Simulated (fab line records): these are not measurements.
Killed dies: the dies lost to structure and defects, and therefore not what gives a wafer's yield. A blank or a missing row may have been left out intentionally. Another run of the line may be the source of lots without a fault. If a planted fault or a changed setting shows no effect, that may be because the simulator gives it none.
2 desks looking at one fault	flow rit_cmos	numbers are kept per desk, each desk with only its own; the story behind them comes last

## THE TOOL OWNER'S DESK: plasma_asher-01
The tool's own readings at RIT_NRETRO_STRIP_09 (strips in O2, time 180 s): means of the sampled wafers that have a number, for each lot that ran on this tool. Marked OUT: a lot whose mean sits more than 4 standard deviations from the usual mean, which makes it out of limits; the brackets give that distance.
Columns: A = drypump_motor_current_A at RIT_NRETRO_STRIP_09, usual 5.7 A
lot	first seen here	A
L507	day 2 22:23	5.3
L512	day 3 18:56	5.3
L514	day 4 08:50	5.3
L515	day 4 09:33	5.5
L516	day 4 17:40	5.5
L517	day 4 22:29	5.3
L518	day 4 23:02	5.3
L523	day 6 09:25	5.3
Finding of this desk: none of the 8 lots has anything out of limits.

## METROLOGY DESK
What the gauges read for every lot (on any tool): the sampled wafers with a number, averaged. Marked OUT: a lot whose mean sits more than 4 standard deviations from the usual mean, which makes it out of limits; the brackets give that distance.
Columns: A = PLDD_RS at RIT_SDANNEAL_RS_MEAS_06, usual 178.7 ohm/sq
lot	first seen here	A
L505	day 3 10:07	178.1
L507	day 3 17:52	178.2
L508	day 3 20:28	178.9
L511	day 4 12:43	178.3
L512	day 4 23:35	179.0
L513	day 5 01:40	178.9
L514	day 5 06:37	178.9
L515	day 5 10:25	177.9
L516	day 5 20:14	178.8
L517	day 5 22:17	178.9
L518	day 5 23:19	178.9
L522	day 7 08:20	178.1
L523	day 7 13:47	178.5
L528	day 8 09:27	179.3
Finding of this desk: none of the 14 lots has anything out of limits.

## TAKEN TOGETHER
The desk of the tool owner found nothing out of limits.
Nothing out of limits was seen by the metrology desk.

## WHAT THE SIMULATOR HAD INSERTED
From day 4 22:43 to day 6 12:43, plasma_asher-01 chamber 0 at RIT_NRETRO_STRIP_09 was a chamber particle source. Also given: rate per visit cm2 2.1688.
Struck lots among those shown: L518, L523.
